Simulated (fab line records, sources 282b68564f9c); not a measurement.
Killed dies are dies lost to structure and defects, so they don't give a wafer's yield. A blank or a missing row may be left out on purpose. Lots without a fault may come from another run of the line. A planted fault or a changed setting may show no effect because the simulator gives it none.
Problem report in the 8D (eight disciplines) form, filled by code | flow rit_cmos | the parts of the form that need people (team, actions taken, sign-off) are left out

1. THE PROBLEM
NWELL_RS at RIT_WELLDRIVE_RS_MEAS_01 reads a mean of 295.4 ohm/sq on 9 wafers of 3 lots; wafers without a fault read 275.4 ohm/sq with a standard deviation of 0.82. That is +24 standard deviations from the usual mean.
The step: measures by four-point-probe.
First seen on wafer L224.1, day 4 09:14, on film_metro-02. The record holds 39 wafers of 13 lots with a number at this step. Rule for "out", or "out of limits": more than 4 standard deviations from the usual mean. The other wafers with a number count as sound.

2. WHAT IT IS AND WHAT IT IS NOT
question                    | is                                          | is not
which readings at this step | NWELL_RS                                    | -
which lots                  | L224, L225, L227                            | L214, L215, L221, L229, L230, L231, L232, L233, L234, L236
which wafers of those lots  | all that have a number                      | -
read on which gauges        | film_metro-01, film_metro-02, film_metro-04 | -
when                        | from day 4 09:14                            | up to then (9 sound wafers); but 21 sound wafers of L229, L230, L231, L232, L233, L234, L236 came after

3. SUSPECTS, AND WHAT RULES EACH OUT
Counting: a tool at a process step up to the reading stays a suspect if it ran every lot that is out and no sound lot after the first of them.
- the gauge at RIT_WELLDRIVE_RS_MEAS_01: ruled out. The wafers that are out were read on 3 gauges (film_metro-01, film_metro-02, film_metro-04).
- furnace-03 at RIT_WELLDRIVE_ANNEAL_00 (time 14700 s): kept. It ran every lot that is out, first L224 (day 4 04:09), and no sound lot after that; its last sound lot up to then is L221 (day 3 11:43). Its own readings are out on those wafers: spike_tc_centre_C, spike_tc_load_C, spike_tc_source_C, tube_center_temp_C, tube_center_temp_C_max.
Left after counting: furnace-03 at RIT_WELLDRIVE_ANNEAL_00.

4. THE CAUSE (what the simulator had put in)
Process parameter drift: furnace-03, from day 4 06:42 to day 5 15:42, at RIT_WELLDRIVE_ANNEAL_00. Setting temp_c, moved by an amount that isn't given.
Counting left only this tool.

5. THE CHAIN OF EFFECTS, in route order
Each row: a reading whose mean over the struck wafers that have a number lies more than 3 standard deviations from the usual. Only readings for which the record gives a usual standard deviation are gone through. hours: the time from each lot's start at the first step in this table that gives one to its start at this step, as a median over the lots. sigmas: the change in usual standard deviations.
hours | step                     | reading                | usual        | on struck wafers | change | sigmas
0     | RIT_WELLDRIVE_ANNEAL_00  | spike_tc_centre_C      | 1102.1 C     | 1083.5           | -18.6  | -14
0     | RIT_WELLDRIVE_ANNEAL_00  | spike_tc_load_C        | 1127.8 C     | 1109.8           | -18.0  | -12
0     | RIT_WELLDRIVE_ANNEAL_00  | spike_tc_source_C      | 1123 C       | 1106             | -17    | -4.5
0     | RIT_WELLDRIVE_ANNEAL_00  | tube_center_temp_C     | 1100 C       | 1082             | -18    | -99 or more
0     | RIT_WELLDRIVE_ANNEAL_00  | tube_center_temp_C_max | 1102.8       | 1084.8           | -18.0  | -40
5     | RIT_WELLDRIVE_RS_MEAS_01 | NWELL_RS               | 275.4 ohm/sq | 295.4            | +20.0  | +24
5     | RIT_WELLDRIVE_RS_MEAS_02 | PWELL_RS               | 429.1 ohm/sq | 448.5            | +19.4  | +15
The process steps in it:
- RIT_WELLDRIVE_ANNEAL_00: time 14700 s.

6. WHAT WOULD HAVE CAUGHT IT SOONER
In this record the first reading out of limits at a measuring or inspecting step was taken at day 4 09:14, 3 hours after the fault began at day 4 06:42.
The tool's own readings at RIT_WELLDRIVE_ANNEAL_00 were out on every struck wafer that the step has a row for (spike_tc_centre_C, spike_tc_load_C, spike_tc_source_C, tube_center_temp_C, tube_center_temp_C_max): an alarm limit on them would have fired on the first of those.
Of the lots that are out (3), L227 began RIT_WELLDRIVE_ANNEAL_00 on furnace-03 after day 4 09:14. A hold on the tool at that time would have spared it.
